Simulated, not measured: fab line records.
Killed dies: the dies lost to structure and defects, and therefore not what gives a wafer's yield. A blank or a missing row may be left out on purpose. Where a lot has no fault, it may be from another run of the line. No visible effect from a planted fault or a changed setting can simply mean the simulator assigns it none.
Which tool was responsible? | flow berkeley_cmos170 | 14 lots, 42 wafers sampled, at 6 steps of a route of 331

== WHAT THE GAUGES READ, wafer by wafer ==
UCB170_GATE_CD_MEAS_90: target cd 350 nm.
lot  | measured     | on        | cd_nm (nm)
L519 | day 7 08:16  | cd_sem-02 | 349.7 350.6 349.6
L521 | day 8 10:19  | cd_sem-02 | 349.1 348.5 350.1
L523 | day 8 09:43  | cd_sem-02 | 348.3 349.4 348.3
L525 | day 8 10:23  | cd_sem-02 | 349.7 350.9 350.1
L526 | day 8 09:51  | cd_sem-02 | 350.7 348.7 350.1
L529 | day 8 22:11  | cd_sem-01 | 351.8 352.1 350.5
L530 | day 8 21:59  | cd_sem-01 | 350.7 350.1 350.4
L532 | day 9 23:29  | cd_sem-01 | 350.3 351.3 349.9
L535 | day 10 05:08 | cd_sem-02 | 350.9 348.7 349.2
L534 | day 10 04:51 | cd_sem-02 | 350.2 349.4 347.8
L539 | day 11 10:03 | cd_sem-01 | 351.2 351.1 351.3
L537 | day 11 10:18 | cd_sem-01 | 349.3 349.4 349.9
L538 | day 11 09:29 | cd_sem-02 | 350.5 349.6 351.9
L541 | day 11 09:35 | cd_sem-02 | 349.3 349.4 349.1

UCB170_PLDD_TW_MEAS_11.
lot  | measured     | on            | PLDD_TW
L519 | day 7 11:00  | film_metro-01 | 1019 1019 1018
L521 | day 8 12:46  | film_metro-02 | 1009 1010 1010
L523 | day 8 12:24  | film_metro-02 | 1006 1011 1006
L525 | day 8 13:02  | film_metro-02 | 1009 1013 1005
L526 | day 8 12:32  | film_metro-01 | 1012 1017 1016
L529 | day 9 02:58  | film_metro-01 | 1023 1023 1016
L530 | day 9 02:44  | film_metro-04 | 1076 1079 1082
L532 | day 10 02:44 | film_metro-01 | 1099 1101 1101
L535 | day 10 08:01 | film_metro-04 | 1009 1006 1003
L534 | day 10 07:49 | film_metro-01 | 1013 1015 1017
L539 | day 11 12:57 | film_metro-02 | 1000 1000 1000
L537 | day 11 13:35 | film_metro-01 | 1008 1014 1012
L538 | day 11 11:55 | film_metro-04 | 996 999 991
L541 | day 11 12:37 | film_metro-01 | 1009 1010 1013

UCB170_PSD_TW_MEAS_10.
lot  | measured     | on            | PSD_TW
L519 | day 7 21:53  | film_metro-04 | 2315 2312 2307
L521 | day 8 22:16  | film_metro-04 | 2296 2298 2294
L523 | day 8 21:56  | film_metro-04 | 2298 2287 2292
L525 | day 8 22:38  | film_metro-02 | 2325 2328 2322
L526 | day 8 22:31  | film_metro-04 | 2291 2297 2301
L529 | day 9 14:47  | film_metro-02 | 2301 2298 2303
L530 | day 9 14:34  | film_metro-01 | 2345 2358 2347
L532 | day 10 16:29 | film_metro-04 | 2325 2312 2320
L535 | day 10 16:45 | film_metro-04 | 2318 2323 2328
L534 | day 10 17:08 | film_metro-02 | 2322 2331 2319
L539 | day 11 22:24 | film_metro-01 | 2336 2353 2338
L537 | day 11 22:32 | film_metro-04 | 2285 2305 2295
L538 | day 11 19:58 | film_metro-02 | 2303 2313 2308
L541 | day 11 20:16 | film_metro-02 | 2304 2313 2312

UCB170_SDANNEAL_RS_MEAS_04: the measuring method here is four-point-probe.
lot  | measured     | on            | PLDD_RS (ohm/sq)
L519 | day 8 03:10  | film_metro-04 | 1033 1029 1032
L521 | day 9 04:42  | film_metro-04 | 1025 1028 1028
L523 | day 9 04:42  | film_metro-01 | 1031 1030 1032
L525 | day 9 05:01  | film_metro-02 | 1027 1027 1029
L526 | day 9 04:35  | film_metro-02 | 1028 1024 1027
L529 | day 9 18:19  | film_metro-02 | 1028 1029 1029
L530 | day 9 17:55  | film_metro-01 | 846 843 844
L532 | day 10 19:50 | film_metro-02 | 844 844 842
L535 | day 10 20:43 | film_metro-02 | 1031 1033 1034
L534 | day 10 21:11 | film_metro-01 | 1034 1031 1031
L539 | day 12 01:27 | film_metro-02 | 1036 1031 1030
L537 | day 12 01:47 | film_metro-01 | 1030 1030 1033
L538 | day 11 23:14 | film_metro-04 | 1032 1028 1031
L541 | day 11 23:29 | film_metro-01 | 1034 1036 1035

== EACH LOT AND THE TOOL THAT RAN IT (in order: tool; ch and the chambers of the sampled wafers; start) ==
lot  | UCB170_PWELL_ETCH_14              | UCB170_PLDD_IMPLANT_08
L519 | rie_diel-03 ch 0,2,3, day 3 18:04 | implanter-01 ch 0, day 7 10:36
L521 | rie_diel-03 ch 0,1, day 4 12:19   | implanter-03 ch 0, day 8 12:23
L523 | rie_diel-03 ch 0,1, day 4 20:10   | implanter-01 ch 0, day 8 12:02
L525 | rie_diel-04 ch 1,3, day 4 20:33   | implanter-01 ch 0, day 8 12:35
L526 | rie_diel-03 ch 0,2,3, day 5 02:35 | implanter-04 ch 0, day 8 12:11
L529 | rie_diel-01 ch 1,2, day 5 09:01   | implanter-04 ch 0, day 9 02:34
L530 | rie_diel-03 ch 0,2, day 5 09:17   | implanter-01 ch 0, day 9 02:20
L532 | rie_diel-04 ch 1,3, day 6 01:19   | implanter-01 ch 0, day 10 02:21
L535 | rie_diel-03 ch 1,2, day 6 12:19   | implanter-04 ch 0, day 10 07:37
L534 | rie_diel-01 ch 0,1, day 6 12:20   | implanter-03 ch 0, day 10 07:27
L539 | rie_diel-03 ch 0,1,2, day 7 11:12 | implanter-03 ch 0, day 11 12:35
L537 | rie_diel-04 ch 0,2,3, day 7 11:16 | implanter-03 ch 0, day 11 13:11
L538 | rie_diel-03 ch 0,1,3, day 7 11:26 | implanter-04 ch 0, day 11 11:31
L541 | rie_diel-04 ch 0,1,3, day 7 20:50 | implanter-03 ch 0, day 11 12:13
- UCB170_PWELL_ETCH_14: etches Si3N4 in CH3F/Ar/O2, stops on SiO2, target depth 242 nm, time 151 s.
- UCB170_PLDD_IMPLANT_08

== AS READ BY THE TOOLS THEMSELVES (means over the sampled wafers that have a number; for cases with no such wafer, the mark the record gives instead) ==
UCB170_PWELL_ETCH_14.
lot  | tool        | drypump_motor_current_A (A) | oes_product_au (a.u.) | throttle_valve_pct (%)
L519 | rie_diel-03 | 5.3                         | 0.948                 | 8.06
L521 | rie_diel-03 | 5.3                         | 0.928                 | 8.12
L523 | rie_diel-03 | 5.5                         | 0.922                 | 8.14
L525 | rie_diel-04 | 5.9                         | 0.954                 | 8.11
L526 | rie_diel-03 | 5.3                         | 0.945                 | 8.06
L529 | rie_diel-01 | 5.3                         | 0.944                 | 8.16
L530 | rie_diel-03 | 5.0                         | 0.946                 | 8.13
L532 | rie_diel-04 | 5.6                         | 0.936                 | 8.17
L535 | rie_diel-03 | 5.3                         | 0.933                 | 8.16
L534 | rie_diel-01 | 5.4                         | 0.952                 | 8.17
L539 | rie_diel-03 | 5.3                         | 0.940                 | 8.14
L537 | rie_diel-04 | 5.8                         | 0.919                 | 8.18
L538 | rie_diel-03 | 5.5                         | 0.918                 | 8.05
L541 | rie_diel-04 | 5.9                         | 0.932                 | 8.13

UCB170_PLDD_IMPLANT_08.
lot  | tool         | beam_on_s (s) | dose_ions_cm2 | faraday_current_uA
L519 | implanter-01 | 9.92          | 5e+13         | 160
L521 | implanter-03 | 9.91          | 5e+13         | 160
L523 | implanter-01 | 9.94          | 5e+13         | 159
L525 | implanter-01 | 9.96          | 5e+13         | 159
L526 | implanter-04 | 9.97          | 5e+13         | 159
L529 | implanter-04 | 10.19         | 5e+13         | 155
L530 | implanter-01 | 13.61         | 8e+13         | 186
L532 | implanter-01 | 13.83         | 8e+13         | 183
L535 | implanter-04 | 9.97          | 5e+13         | 159
L534 | implanter-03 | 9.87          | 5e+13         | 161
L539 | implanter-03 | 10.19         | 5e+13         | 155
L537 | implanter-03 | 9.90          | 5e+13         | 160
L538 | implanter-04 | 10.02         | 5e+13         | 158
L541 | implanter-03 | 9.89          | 5e+13         | 160

== THE ANSWER, worked out from the rows above alone ==
Rule: usual is defined by the lots themselves. Put in order of their means at a reading, lots are off if they are a third of the lots or fewer, leave a main group of 4 or more, and stand apart from it by a gap of 3 or more times the standard deviation of the main group's means; of several such gaps the widest counts. A main group is skipped when, at the precision printed for the reading in the tables above, its means are all equal. Also off: a lot with no number at a reading for which 4 or more lots have one. Where the step has rows for the other lots, those lots are counted as sound. First the gauges in route order, then the tools' own readings, where a lot's mean is used as printed above. At the first step where some lot is off, the reading lying furthest off is the one used; lots without a number count as furthest.
Off: L530, L532, at UCB170_PLDD_TW_MEAS_11 (PLDD_TW). The main group: mean 1010, standard deviation 6.9.
A tool fits if, at a process step before that reading, it ran every lot that is off, and no sound lot after the first of them. The gauges at UCB170_PLDD_TW_MEAS_11 aren't tried: what is off there is off at UCB170_PLDD_IMPLANT_08 too, on other tools, and a gauge's error can't cause that. One fits: implanter-01 at UCB170_PLDD_IMPLANT_08. A fault onset in the window from L525 (day 8 12:35, its last sound lot) to L530 (day 9 02:20, its first lot off) fits.
The tool's own readings at UCB170_PLDD_IMPLANT_08 bear it out: on the lots that are off they differ by more than 5 times the standard deviation of the sound lots' means. beam_on_s reads 13.72 s there against 9.98 s on the sound lots; dose_ions_cm2 reads 8e+13 there against 5e+13 on the sound lots; faraday_current_uA reads 184 there against 159 on the sound lots.

== WHAT THE SIMULATOR PUT IN ==
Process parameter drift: implanter-01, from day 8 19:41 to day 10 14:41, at UCB170_PLDD_IMPLANT_08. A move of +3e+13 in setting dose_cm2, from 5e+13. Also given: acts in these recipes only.
Struck lots among those shown: L530, L532. The rule above reached the same finding.
